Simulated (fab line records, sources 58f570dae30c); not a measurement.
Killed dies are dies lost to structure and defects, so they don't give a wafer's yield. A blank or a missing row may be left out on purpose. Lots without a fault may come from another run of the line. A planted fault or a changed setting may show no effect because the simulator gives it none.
fab line records | flow berkeley_cmos170
record lots=14 wafers=42 last_day=12
route steps=331 shown NVT@113 GATE@127
lots that met no fault: from a run of the same line without faults
start_h: hours from the record's first day to the start of the lot's first wafer shown | wait_h: hours since the lot's step before | " the same as in the row above | L1.1+2: a row that stands for several wafers | - no value, or no start given | * or withheld: withheld | < > ~ a bound
route shown NAME@n: a module of which the file shows steps, and the number in the route of the first | usual: mean/standard deviation of fault-free wafers | same: alike in all rows | chamber/n: place in a boat | sites: the reading at each site | _std_site: their standard deviation | _edge_site: outer sites' mean less inner sites' | radius_mm: how far each site lies from the wafer's centre | mask NAME#n: copy n | behind: the tool/chamber that last shaped the wafer | hold: why the lot was held/for how many hours/how that ended | device: the transistor (n, p or np) that didn't switch | end of line: the same wafers' tests at the end of the route | a step without rows: its recipe alone | killed: dies lost to structure and defects at the first sort, not the wafer's yield | map: a wafer's dies, x killed, . not, _ none there
set.NAME: the setting as run; set.NAME@STEP: as run at that earlier step | model.NAME: the simulator's own value behind a step, which no gauge read
steps of the route over a sample of lots; a table a step, a row a wafer
services: from which hour (start_h, from the record's first day; less than 0 if before it) a tool's chamber was out of use, for how many hours, and why
## steps
# step UCB170_NVT_TW_MEAS_09
# usual NVT_TW=518/5.1
# columns lot.wafer tool chamber start_h wait_h NVT_TW
L785.1 film_metro-01 - 120.93 0.1 521
L785.2 " - " " 524
L785.3 " - " " 524
L784.1 film_metro-04 - 121.18 0.1 515
L784.2 " - " " 514
L784.4 " - " " 516
L786.2 film_metro-01 - 126.90 0.1 524
L786.5 " - " " 520
L786.6 " - " " 523
L788.1 film_metro-04 - 127.02 0.1 516
L788.3 " - " " 513
L788.5 " - " " 514
L787.1 film_metro-03 - 127.25 0.1 523
L787.2 " - " " 522
L787.4 " - " " 521
L789.3 film_metro-01 - 134.09 0.1 520
L789.4 " - " " 524
L789.6 " - " " 524
L790.1 film_metro-01 - 134.31 0.1 523
L790.4 " - " " 523
L790.5 " - " " 525
L801.3 film_metro-01 - 193.16 0.1 523
L801.5 " - " " 527
L801.6 " - " " 522
L800.2 film_metro-04 - 193.39 0.1 509
L800.4 " - " " 512
L800.5 " - " " 513
L802.2 film_metro-04 - 200.21 0.1 514
L802.4 " - " " 512
L802.6 " - " " 515
L803.2 film_metro-04 - 209.25 0.1 513
L803.4 " - " " 513
L803.5 " - " " 511
L807.1 film_metro-01 - 224.92 0.1 520
L807.4 " - " " 520
L807.5 " - " " 521
L805.3 film_metro-04 - 225.17 0.1 514
L805.4 " - " " 508
L805.5 " - " " 511
L804.3 film_metro-04 - 225.23 0.1 513
L804.4 " - " " 510
L804.5 " - " " 512
# step UCB170_GATE_OXIDATION_01
# recipe temp_c=850 ambient=O2 target_thk_a=66 ox_time_s=1887
# usual ox_temp_c=850.0/0.38 ox_temp_c_max=853.5/0.91
# columns lot.wafer tool chamber start_h wait_h ox_temp_c ox_temp_c_max
L784.1 furnace-03 0 126.40 3.3 850.2 854.8
L784.2 " 0 " " 849.9 853.3
L784.4 " 0 " " 850.1 855.3
L785.1 furnace-03 0 126.40 3.8 850.0 854.8
L785.2 " 0 " " 850.2 855.3
L785.3 " 0 " " 850.0 855.2
L786.2 furnace-04 0 131.78 3.0 849.7 851.5
L786.5 " 0 " " 849.6 852.4
L786.6 " 0 " " 849.8 851.9
L787.1 furnace-04 0 131.78 2.5 850.0 852.8
L787.2 " 0 " " 850.3 852.6
L787.4 " 0 " " 850.0 853.0
L788.1 furnace-04 0 131.78 2.8 849.8 852.8
L788.3 " 0 " " 850.4 853.2
L788.5 " 0 " " 850.1 852.9
L789.3 furnace-02 0 137.86 2.0 850.0 853.8
L789.4 " 0 " " 850.0 853.8
L789.6 " 0 " " 849.7 853.0
L790.1 furnace-02 0 137.86 1.8 850.2 854.9
L790.4 " 0 " " 849.9 853.9
L790.5 " 0 " " 849.6 853.3
L800.2 furnace-02 - 201.07 3.2 - -
L800.4 " - " " - -
L800.5 " - " " - -
L801.3 furnace-02 - 201.07 3.4 - -
L801.5 " - " " - -
L801.6 " - " " - -
L802.2 furnace-04 0 204.13 1.9 850.0 852.3
L802.4 " 0 " " 850.2 853.8
L802.6 " 0 " " 849.3 852.0
L803.2 furnace-02 0 213.59 2.6 850.4 854.1
L803.4 " 0 " " 850.2 854.1
L803.5 " 0 " " 850.3 853.7
L804.3 furnace-02 0 230.86 2.6 849.4 852.4
L804.4 " 0 " " 849.9 853.0
L804.5 " 0 " " 849.8 852.4
L805.3 furnace-02 0 230.86 2.5 850.0 853.6
L805.4 " 0 " " 849.6 853.1
L805.5 " 0 " " 849.7 852.6
L807.1 furnace-02 0 230.86 2.9 849.8 853.7
L807.4 " 0 " " 850.5 853.5
L807.5 " 0 " " 850.7 853.5
# step UCB170_GATE_ETCH_14
# recipe chemistry=N2/H2 target_depth_a=withheld overetch_a=withheld target=BARC time_s=withheld source_w=500 bias_w=100 pressure_mtorr=30 n2_flow_sccm=100 h2_flow_sccm=200
# usual drypump_motor_current_A=5.9/0.45 oes_product_au=1.010/0.023 throttle_valve_pct=13.25/0.25
# columns lot.wafer tool chamber start_h wait_h drypump_motor_current_A oes_product_au throttle_valve_pct
L785.1 rie_diel-04 0 135.36 0.0 6.5 1.062 13.20
L785.2 " 1 " " 6.4 0.987 13.31
L785.3 " 3 " " 6.7 1.006 13.04
L784.1 rie_diel-02 1 135.63 0.0 5.6 1.029 12.95
L784.2 " 0 " " 5.7 1.014 13.19
L784.4 " 2 " " 5.5 1.006 13.72
L788.1 rie_diel-02 0 141.49 0.0 5.7 1.015 13.17
L788.3 " 2 " " 5.5 0.996 13.72
L788.5 " 0 " " 5.7 1.014 13.19
L786.2 rie_diel-01 0 141.76 0.0 5.9 1.008 13.34
L786.5 " 3 " " 6.1 1.003 13.40
L786.6 " 2 " " 5.5 1.024 13.17
L787.1 rie_diel-02 1 142.04 0.0 5.6 1.025 12.97
L787.2 " 0 " " 5.7 1.011 13.16
L787.4 " 1 " " 5.6 1.031 12.97
L790.1 rie_diel-04 3 145.50 0.0 6.7 1.006 13.04
L790.4 " 1 " " 6.4 0.979 13.31
L790.5 " 2 " " 5.3 1.033 13.33
L789.3 rie_diel-02 1 145.78 0.0 5.6 1.028 12.97
L789.4 " 0 " " 5.7 1.016 13.19
L789.6 " 1 " " 5.6 1.029 12.95
L800.2 rie_diel-01 0 209.96 0.0 5.9 1.016 13.34
L800.4 " 1 " " 6.2 1.017 13.21
L800.5 " 0 " " 5.9 1.016 13.34
L801.3 rie_diel-02 1 210.59 0.0 5.6 1.023 12.96
L801.5 " 3 " " 6.4 0.980 12.95
L801.6 " 2 " " 5.5 0.985 13.74
L802.2 rie_diel-02 3 212.24 0.0 6.4 0.976 12.95
L802.4 " 3 " " 6.4 0.975 12.94
L802.6 " 2 " " 5.5 0.999 13.73
L803.2 rie_diel-04 1 224.60 0.0 6.4 0.979 13.28
L803.4 " 3 " " 6.7 1.005 13.06
L803.5 " 3 " " 6.7 1.001 13.05
L807.1 rie_diel-04 2 240.61 0.0 5.3 1.037 13.29
L807.4 " 1 " " 6.5 0.980 13.29
L807.5 " 1 " " 6.5 0.971 13.29
L804.3 rie_diel-02 2 240.88 0.0 5.5 0.991 13.75
L804.4 " 1 " " 5.6 1.036 12.96
L804.5 " 2 " " 5.5 0.995 13.74
L805.3 rie_diel-04 1 240.95 0.0 6.4 0.983 13.29
L805.4 " 3 " " 6.7 1.011 13.03
L805.5 " 1 " " 6.4 0.974 13.29
# step UCB170_GATE_CD_MEAS_90
# recipe target_cd_nm=350
# usual cd_nm=350.3/1.4
# columns lot.wafer tool chamber start_h wait_h cd_nm
L785.1 cd_sem-02 - 135.55 0.1 351.6
L785.2 " - " " 351.8
L785.3 " - " " 353.0
L784.1 cd_sem-01 - 135.82 0.1 349.9
L784.2 " - " " 348.6
L784.4 " - " " 349.1
L788.1 cd_sem-02 - 141.68 0.1 349.6
L788.3 " - " " 350.8
L788.5 " - " " 349.6
L786.2 cd_sem-01 - 142.01 0.1 350.1
L786.5 " - " " 349.2
L786.6 " - " " 348.2
L787.1 cd_sem-02 - 142.23 0.1 349.9
L787.2 " - " " 349.4
L787.4 " - " " 350.0
L790.1 cd_sem-01 - 145.69 0.1 351.1
L790.4 " - " " 352.5
L790.5 " - " " 352.7
L789.3 cd_sem-02 - 146.01 0.1 350.5
L789.4 " - " " 350.1
L789.6 " - " " 349.9
L800.2 cd_sem-02 - 210.17 0.1 350.7
L800.4 " - " " 350.7
L800.5 " - " " 348.9
L801.3 cd_sem-02 - 210.82 0.1 347.9
L801.5 " - " " 350.6
L801.6 " - " " 349.6
L802.2 cd_sem-02 - 212.45 0.1 352.4
L802.4 " - " " 352.8
L802.6 " - " " 350.3
L803.2 cd_sem-02 - 224.81 0.1 349.0
L803.4 " - " " 349.1
L803.5 " - " " 350.6
L807.1 cd_sem-01 - 240.84 0.1 353.6
L807.4 " - " " 352.2
L807.5 " - " " 352.1
L804.3 cd_sem-01 - 241.11 0.1 351.0
L804.4 " - " " 348.9
L804.5 " - " " 349.9
L805.3 cd_sem-02 - 241.18 0.1 348.2
L805.4 " - " " 348.6
L805.5 " - " " 348.4
## services
# columns tool chamber start_h hours kind
furnace-04 - 114.64 4.1 pm
rie_diel-02 3 125.86 - clean
rie_diel-02 3 125.86 26.5 scheduled_down
rie_diel-02 3 125.86 26.5 vent_cycle
rie_diel-04 - 128.33 0.6 repair
rie_diel-04 2 147.84 1.6 repair
rie_diel-04 2 157.10 15.3 repair
rie_diel-02 2 169.75 3.6 repair
rie_diel-01 0 176.66 2.3 repair
rie_diel-02 3 177.17 8.4 repair
rie_diel-01 0 181.02 4.1 repair
rie_diel-02 0 189.04 50.2 repair
furnace-03 - 213.27 11.6 pm
furnace-04 - 227.12 1.8 repair
## key
first_sign step=UCB170_GATE_OXIDATION_01 reading=tool_record direction=missing
effect none on later readings
met_at UCB170_GATE_OXIDATION_01
struck_lots L800,L801
later_rows_left_out L800.2,L800.4,L800.5,L801.3,L801.5,L801.6
sort_left_out L800.2,L800.4,L800.5,L801.3,L801.5,L801.6
tester_left_out L800,L801
not_acting_at UCB170_NVT_TW_MEAS_09,UCB170_GATE_ETCH_14,UCB170_GATE_CD_MEAS_90
onset_between 137.86 201.07
fault kind=skipped_step_whole tool=furnace-02 chamber=- onset_h=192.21 steps=UCB170_GATE_OXIDATION_01 scope=struck_lots_only
# tester_left_out: of these lots the tester's yield and bins aren't shown, on N5 and GAA mostly nor the transistor test; their killed dies are dies lost to structure and defects alone, not to doping, threshold or leakage, so they don't give the yield
# sort_left_out: the simulated sort isn't trusted on such a fault, so these wafers' sort isn't shown, and their yield isn't known
# later_rows_left_out: the simulator's readings of these wafers behind a module that went badly wrong aren't trusted and aren't shown, but for the sort
